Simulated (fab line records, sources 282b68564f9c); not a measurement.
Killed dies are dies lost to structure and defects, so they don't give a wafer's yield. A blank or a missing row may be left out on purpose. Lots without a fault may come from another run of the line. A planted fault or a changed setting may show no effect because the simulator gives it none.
Problem report in the 8D (eight disciplines) form, filled by code | flow rit_cmos | the parts of the form that need people (team, actions taken, sign-off) are left out

1. THE PROBLEM
heater_power_total_W at RIT_M1_SOFTBAKE_05 reads a mean of 35.18 W on 6 wafers of 2 lots; wafers without a fault read 34.56 W with a standard deviation of 0.05. That is +12 standard deviations from the usual mean.
The step: time 60 s.
First seen on wafer L293.1, day 6 04:16, on litho_track-03. The record holds 42 wafers of 14 lots with a number at this step. Rule for "out", or "out of limits": more than 4 standard deviations from the usual mean. The other wafers with a number count as sound.

2. WHAT IT IS AND WHAT IT IS NOT
question                    | is                                 | is not
which readings at this step | heater_power_total_W, plate_temp_C | -
which lots                  | L293, L295                         | L281, L282, L283, L284, L285, L286, L287, L294, L297, L298, L300, L304
which wafers of those lots  | all that have a number             | -
read on which tools         | litho_track-03                     | litho_track-01, litho_track-02
when                        | from day 6 04:16                   | up to then (21 sound wafers); but 15 sound wafers of L294, L297, L298, L300, L304 came after

3. SUSPECTS, AND WHAT RULES EACH OUT
Counting: a tool at a process step up to the reading stays a suspect if it ran every lot that is out and no sound lot after the first of them.
- litho_track-03 at RIT_M1_SOFTBAKE_05 (time 60 s): kept. It ran every lot that is out, first L293 (day 6 04:16), and no sound lot after that; its last sound lot up to then is L287 (day 4 12:42). Its own readings are out on those wafers: heater_power_total_W, plate_temp_C.
Left after counting: litho_track-03 at RIT_M1_SOFTBAKE_05.

4. THE CAUSE (what the simulator had put in)
Process parameter drift: litho_track-03, from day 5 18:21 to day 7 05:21, at RIT_M1_SOFTBAKE_05. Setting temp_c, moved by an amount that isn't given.
Counting left only this tool.

5. THE CHAIN OF EFFECTS, in route order
Each row: a reading whose mean over the struck wafers that have a number lies more than 3 standard deviations from the usual. Only readings for which the record gives a usual standard deviation are gone through. hours: the time from each lot's start at the first step in this table that gives one to its start at this step, as a median over the lots. sigmas: the change in usual standard deviations.
hours | step               | reading              | usual   | on struck wafers | change | sigmas
0     | RIT_M1_SOFTBAKE_05 | heater_power_total_W | 34.56 W | 35.18            | +0.62  | +12
0     | RIT_M1_SOFTBAKE_05 | plate_temp_C         | 90.00 C | 91.36            | +1.36  | +10
The process steps in it:
- RIT_M1_SOFTBAKE_05: time 60 s.

6. WHAT WOULD HAVE CAUGHT IT SOONER
In this record the first reading out of limits was taken at day 6 04:16, 10 hours after the fault began at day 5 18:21.
